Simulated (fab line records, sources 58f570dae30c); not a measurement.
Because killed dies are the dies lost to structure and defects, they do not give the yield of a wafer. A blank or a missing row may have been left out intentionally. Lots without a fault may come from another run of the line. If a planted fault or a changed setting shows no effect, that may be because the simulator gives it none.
Which tool did it? || flow berkeley_cmos170 || 15 lots, 45 wafers sampled, at 5 steps of a route of 331

## WHAT EACH GAUGE READ, for each wafer
UCB170_V1_THK_MEAS_01.
{"lot": "L962", "measured": "day 7 01:00", "on": "film_metro-02", "V1_TEOS_THK (nm)": "1966 1965 2011"}
{"lot": "L963", "measured": "day 7 12:32", "on": "film_metro-04", "V1_TEOS_THK (nm)": "1987 2003 2011"}
{"lot": "L964", "measured": "day 7 12:27", "on": "film_metro-02", "V1_TEOS_THK (nm)": "1979 2004 2031"}
{"lot": "L967", "measured": "day 7 22:06", "on": "film_metro-04", "V1_TEOS_THK (nm)": "1990 1977 2021"}
{"lot": "L965", "measured": "day 7 22:12", "on": "film_metro-03", "V1_TEOS_THK (nm)": "1974 1971 2000"}
{"lot": "L966", "measured": "day 7 22:06", "on": "film_metro-02", "V1_TEOS_THK (nm)": "2032 2029 2038"}
{"lot": "L968", "measured": "day 8 12:36", "on": "film_metro-03", "V1_TEOS_THK (nm)": "1979 1994 2013"}
{"lot": "L969", "measured": "day 8 12:37", "on": "film_metro-02", "V1_TEOS_THK (nm)": "1995 2001 2056"}
{"lot": "L970", "measured": "day 8 16:40", "on": "film_metro-04", "V1_TEOS_THK (nm)": "2002 2037 1998"}
{"lot": "L972", "measured": "day 8 19:59", "on": "film_metro-02", "V1_TEOS_THK (nm)": "1966 1952 2001"}
{"lot": "L971", "measured": "day 8 20:01", "on": "film_metro-03", "V1_TEOS_THK (nm)": "2003 2022 2054"}
{"lot": "L981", "measured": "day 11 00:15", "on": "film_metro-03", "V1_TEOS_THK (nm)": "1968 2013 1978"}
{"lot": "L982", "measured": "day 11 12:56", "on": "film_metro-03", "V1_TEOS_THK (nm)": "1953 1963 1975"}
{"lot": "L984", "measured": "day 11 12:47", "on": "film_metro-03", "V1_TEOS_THK (nm)": "1975 2004 2011"}
{"lot": "L985", "measured": "day 11 12:47", "on": "film_metro-02", "V1_TEOS_THK (nm)": "2017 1989 2011"}

UCB170_V1_CD_MEAS_12: target cd 700 nm.
{"lot": "L962", "measured": "day 7 03:18", "on": "cd_sem-02", "cd_nm (nm)": "699.9 700.5 698.9"}
{"lot": "L963", "measured": "day 7 14:26", "on": "cd_sem-02", "cd_nm (nm)": "701.6 701.2 701.9"}
{"lot": "L964", "measured": "day 7 14:11", "on": "cd_sem-01", "cd_nm (nm)": "698.1 697.7 698.7"}
{"lot": "L967", "measured": "day 8 00:12", "on": "cd_sem-02", "cd_nm (nm)": "699.3 699.0 699.2"}
{"lot": "L965", "measured": "day 8 00:47", "on": "cd_sem-02", "cd_nm (nm)": "701.1 702.1 701.8"}
{"lot": "L966", "measured": "day 8 00:36", "on": "cd_sem-01", "cd_nm (nm)": "701.5 699.1 699.2"}
{"lot": "L968", "measured": "day 8 14:53", "on": "cd_sem-02", "cd_nm (nm)": "701.2 700.6 700.2"}
{"lot": "L969", "measured": "day 8 14:39", "on": "cd_sem-02", "cd_nm (nm)": "702.2 702.4 702.8"}
{"lot": "L970", "measured": "day 8 19:02", "on": "cd_sem-02", "cd_nm (nm)": "699.0 699.4 698.7"}
{"lot": "L972", "measured": "day 8 21:57", "on": "cd_sem-01", "cd_nm (nm)": "699.1 698.8 698.8"}
{"lot": "L971", "measured": "day 8 22:11", "on": "cd_sem-02", "cd_nm (nm)": "703.6 701.3 702.8"}
{"lot": "L981", "measured": "day 11 02:49", "on": "cd_sem-02", "cd_nm (nm)": "690.9 690.6 690.0 691.2 690.5 690.3"}
{"lot": "L982", "measured": "day 11 15:07", "on": "cd_sem-01", "cd_nm (nm)": "696.1 695.7 695.9 695.8 695.8 696.1"}
{"lot": "L984", "measured": "day 11 14:38", "on": "cd_sem-02", "cd_nm (nm)": "692.7 693.6 693.4 692.3 693.5 692.7"}
{"lot": "L985", "measured": "day 11 14:55", "on": "cd_sem-01", "cd_nm (nm)": "699.4 698.8 699.0"}

UCB170_M2_OVL_MEAS_16.
{"lot": "L962", "measured": "day 7 06:12", "on": "overlay-01", "M2_OVL (nm)": "-4 -5 -9"}
{"lot": "L963", "measured": "day 7 17:25", "on": "overlay-01", "M2_OVL (nm)": "4 7 5"}
{"lot": "L964", "measured": "day 7 17:17", "on": "overlay-02", "M2_OVL (nm)": "-3 0 -4"}
{"lot": "L967", "measured": "day 8 03:04", "on": "overlay-02", "M2_OVL (nm)": "-11 -6 -11"}
{"lot": "L965", "measured": "day 8 03:33", "on": "overlay-02", "M2_OVL (nm)": "4 2 7"}
{"lot": "L966", "measured": "day 8 03:16", "on": "overlay-01", "M2_OVL (nm)": "1 -1 3"}
{"lot": "L968", "measured": "day 8 17:36", "on": "overlay-01", "M2_OVL (nm)": "-8 -3 -7"}
{"lot": "L969", "measured": "day 8 17:13", "on": "overlay-02", "M2_OVL (nm)": "7 13 12"}
{"lot": "L970", "measured": "day 8 21:52", "on": "overlay-02", "M2_OVL (nm)": "-1 4 -4"}
{"lot": "L972", "measured": "day 9 01:26", "on": "overlay-02", "M2_OVL (nm)": "2 -5 -1"}
{"lot": "L971", "measured": "day 9 01:43", "on": "overlay-02", "M2_OVL (nm)": "-10 -7 -12"}
{"lot": "L981", "measured": "day 11 11:05", "on": "overlay-02", "M2_OVL (nm)": "-4 -1 1"}
{"lot": "L982", "measured": "day 12 06:37", "on": "overlay-02", "M2_OVL (nm)": "-4 6 0"}
{"lot": "L984", "measured": "day 11 21:33", "on": "overlay-01", "M2_OVL (nm)": "-2 3 -4"}
{"lot": "L985", "measured": "day 11 17:59", "on": "overlay-01", "M2_OVL (nm)": "-10 -4 -14"}

## EACH LOT AND THE TOOL THAT RAN IT (in order: tool; ch and the chambers of the sampled wafers; start)
{"lot": "L962", "UCB170_NSD_STRIP_09": "plasma_asher-04 ch 0, day 6 10:01", "UCB170_SDANNEAL_RTA_01": "rtp_anneal-02 ch 0, day 6 11:16"}
{"lot": "L963", "UCB170_NSD_STRIP_09": "plasma_asher-01 ch 0,1, day 7 00:29", "UCB170_SDANNEAL_RTA_01": "rtp_anneal-01 ch 0, day 7 01:42"}
{"lot": "L964", "UCB170_NSD_STRIP_09": "plasma_asher-04 ch 0,1, day 7 00:42", "UCB170_SDANNEAL_RTA_01": "rtp_anneal-02 ch 0, day 7 02:05"}
{"lot": "L967", "UCB170_NSD_STRIP_09": "plasma_asher-01 ch 0,1, day 7 08:12", "UCB170_SDANNEAL_RTA_01": "rtp_anneal-01 ch 0, day 7 11:36"}
{"lot": "L965", "UCB170_NSD_STRIP_09": "plasma_asher-02 ch 0,1, day 7 08:31", "UCB170_SDANNEAL_RTA_01": "rtp_anneal-02 ch 0, day 7 11:37"}
{"lot": "L966", "UCB170_NSD_STRIP_09": "plasma_asher-04 ch 0,1, day 7 09:05", "UCB170_SDANNEAL_RTA_01": "rtp_anneal-01 ch 0, day 7 11:43"}
{"lot": "L968", "UCB170_NSD_STRIP_09": "plasma_asher-02 ch 0,1, day 7 22:36", "UCB170_SDANNEAL_RTA_01": "rtp_anneal-02 ch 0, day 8 00:13"}
{"lot": "L969", "UCB170_NSD_STRIP_09": "plasma_asher-04 ch 0,1, day 7 23:01", "UCB170_SDANNEAL_RTA_01": "rtp_anneal-01 ch 0, day 8 00:44"}
{"lot": "L970", "UCB170_NSD_STRIP_09": "plasma_asher-02 ch 0,1, day 8 02:53", "UCB170_SDANNEAL_RTA_01": "rtp_anneal-02 ch 0, day 8 04:01"}
{"lot": "L972", "UCB170_NSD_STRIP_09": "plasma_asher-01 ch 0,1, day 8 05:04", "UCB170_SDANNEAL_RTA_01": "rtp_anneal-01 ch 0, day 8 06:19"}
{"lot": "L971", "UCB170_NSD_STRIP_09": "plasma_asher-02 ch 0,1, day 8 05:13", "UCB170_SDANNEAL_RTA_01": "rtp_anneal-02 ch 0, day 8 06:33"}
{"lot": "L981", "UCB170_NSD_STRIP_09": "plasma_asher-02 ch 0,1, day 10 07:46", "UCB170_SDANNEAL_RTA_01": "rtp_anneal-01 ch 0, day 10 09:18"}
{"lot": "L982", "UCB170_NSD_STRIP_09": "plasma_asher-04 ch 0,1, day 10 18:49", "UCB170_SDANNEAL_RTA_01": "rtp_anneal-02 ch 0, day 10 20:07"}
{"lot": "L984", "UCB170_NSD_STRIP_09": "plasma_asher-02 ch 0,1, day 10 18:51", "UCB170_SDANNEAL_RTA_01": "rtp_anneal-01 ch 0, day 10 20:23"}
{"lot": "L985", "UCB170_NSD_STRIP_09": "plasma_asher-01 ch 0,1, day 10 19:06", "UCB170_SDANNEAL_RTA_01": "rtp_anneal-02 ch 0, day 10 20:17"}
- UCB170_NSD_STRIP_09: strips in O2.
- UCB170_SDANNEAL_RTA_01: time 5 s.

## WHAT THE TOOLS THEMSELVES READ (means of the sampled wafers that have a number; where no wafer has one, the mark that the record gives instead)
UCB170_NSD_STRIP_09.
{"lot": "L962", "tool": "plasma_asher-04", "drypump_motor_current_A (A)": 5.8, "oes_product_au (a.u.)": 0.535, "strip_time_to_endpoint_s (s)": 36.17}
{"lot": "L963", "tool": "plasma_asher-01", "drypump_motor_current_A (A)": 5.2, "oes_product_au (a.u.)": 0.531, "strip_time_to_endpoint_s (s)": 36.13}
{"lot": "L964", "tool": "plasma_asher-04", "drypump_motor_current_A (A)": 6.0, "oes_product_au (a.u.)": 0.538, "strip_time_to_endpoint_s (s)": 36.24}
{"lot": "L967", "tool": "plasma_asher-01", "drypump_motor_current_A (A)": 5.3, "oes_product_au (a.u.)": 0.538, "strip_time_to_endpoint_s (s)": 36.25}
{"lot": "L965", "tool": "plasma_asher-02", "drypump_motor_current_A (A)": 5.6, "oes_product_au (a.u.)": 0.534, "strip_time_to_endpoint_s (s)": 36.19}
{"lot": "L966", "tool": "plasma_asher-04", "drypump_motor_current_A (A)": 6.0, "oes_product_au (a.u.)": 0.533, "strip_time_to_endpoint_s (s)": 36.11}
{"lot": "L968", "tool": "plasma_asher-02", "drypump_motor_current_A (A)": 5.5, "oes_product_au (a.u.)": 0.534, "strip_time_to_endpoint_s (s)": 36.18}
{"lot": "L969", "tool": "plasma_asher-04", "drypump_motor_current_A (A)": 6.0, "oes_product_au (a.u.)": 0.537, "strip_time_to_endpoint_s (s)": 36.20}
{"lot": "L970", "tool": "plasma_asher-02", "drypump_motor_current_A (A)": 5.5, "oes_product_au (a.u.)": 0.536, "strip_time_to_endpoint_s (s)": 36.25}
{"lot": "L972", "tool": "plasma_asher-01", "drypump_motor_current_A (A)": 5.2, "oes_product_au (a.u.)": 0.539, "strip_time_to_endpoint_s (s)": 36.25}
{"lot": "L971", "tool": "plasma_asher-02", "drypump_motor_current_A (A)": 5.6, "oes_product_au (a.u.)": 0.539, "strip_time_to_endpoint_s (s)": 36.16}
{"lot": "L981", "tool": "plasma_asher-02", "drypump_motor_current_A (A)": 5.5, "oes_product_au (a.u.)": 0.539, "strip_time_to_endpoint_s (s)": 36.24}
{"lot": "L982", "tool": "plasma_asher-04", "drypump_motor_current_A (A)": 5.9, "oes_product_au (a.u.)": 0.534, "strip_time_to_endpoint_s (s)": 36.21}
{"lot": "L984", "tool": "plasma_asher-02", "drypump_motor_current_A (A)": 5.5, "oes_product_au (a.u.)": 0.537, "strip_time_to_endpoint_s (s)": 36.18}
{"lot": "L985", "tool": "plasma_asher-01", "drypump_motor_current_A (A)": 5.2, "oes_product_au (a.u.)": 0.537, "strip_time_to_endpoint_s (s)": 36.07}

UCB170_SDANNEAL_RTA_01.
{"lot": "L962", "tool": "rtp_anneal-02", "lamp_power_pct (%)": 29.6, "wafer_temp_C_max": 1053.6}
{"lot": "L963", "tool": "rtp_anneal-01", "lamp_power_pct (%)": 31.7, "wafer_temp_C_max": 1053.9}
{"lot": "L964", "tool": "rtp_anneal-02", "lamp_power_pct (%)": 29.6, "wafer_temp_C_max": 1053.2}
{"lot": "L967", "tool": "rtp_anneal-01", "lamp_power_pct (%)": 31.7, "wafer_temp_C_max": 1055.0}
{"lot": "L965", "tool": "rtp_anneal-02", "lamp_power_pct (%)": 29.6, "wafer_temp_C_max": 1052.6}
{"lot": "L966", "tool": "rtp_anneal-01", "lamp_power_pct (%)": 31.7, "wafer_temp_C_max": 1054.3}
{"lot": "L968", "tool": "rtp_anneal-02", "lamp_power_pct (%)": 29.6, "wafer_temp_C_max": 1053.2}
{"lot": "L969", "tool": "rtp_anneal-01", "lamp_power_pct (%)": 31.8, "wafer_temp_C_max": 1053.9}
{"lot": "L970", "tool": "rtp_anneal-02", "lamp_power_pct (%)": 29.6, "wafer_temp_C_max": 1053.1}
{"lot": "L972", "tool": "rtp_anneal-01", "lamp_power_pct (%)": 31.8, "wafer_temp_C_max": 1055.1}
{"lot": "L971", "tool": "rtp_anneal-02", "lamp_power_pct (%)": 29.6, "wafer_temp_C_max": 1052.7}
{"lot": "L981", "tool": "rtp_anneal-01", "lamp_power_pct (%)": 31.7, "wafer_temp_C_max": 1056.0}
{"lot": "L982", "tool": "rtp_anneal-02", "lamp_power_pct (%)": 29.6, "wafer_temp_C_max": 1053.0}
{"lot": "L984", "tool": "rtp_anneal-01", "lamp_power_pct (%)": 31.7, "wafer_temp_C_max": 1054.1}
{"lot": "L985", "tool": "rtp_anneal-02", "lamp_power_pct (%)": 29.6, "wafer_temp_C_max": 1052.8}

## THE ANSWER, worked out from the rows above alone
Rule: what is usual is taken from the lots themselves. Put in order of their means at a reading, lots are off if they are a third of the lots or fewer, leave a main group of 4 or more, and stand apart from it by a gap of 3 or more times the standard deviation of the main group's means; of several such gaps the widest counts. The tables above print the reading to a certain number of digits; a main group whose means all agree to those digits is not used. Also off: a lot with no number at a reading for which 4 or more lots have one. All remaining lots with rows at the step are treated as sound. Order of review: gauges by route order, followed by the tools' own readings, for which a lot's mean as printed above is used. The first step at which some lot is off is used, and at that step the reading that is off furthest; a lot without a number counts as furthest.
Nothing can be told from this: no lot is off at any reading shown.

## WHAT THE SIMULATOR HAD INSERTED
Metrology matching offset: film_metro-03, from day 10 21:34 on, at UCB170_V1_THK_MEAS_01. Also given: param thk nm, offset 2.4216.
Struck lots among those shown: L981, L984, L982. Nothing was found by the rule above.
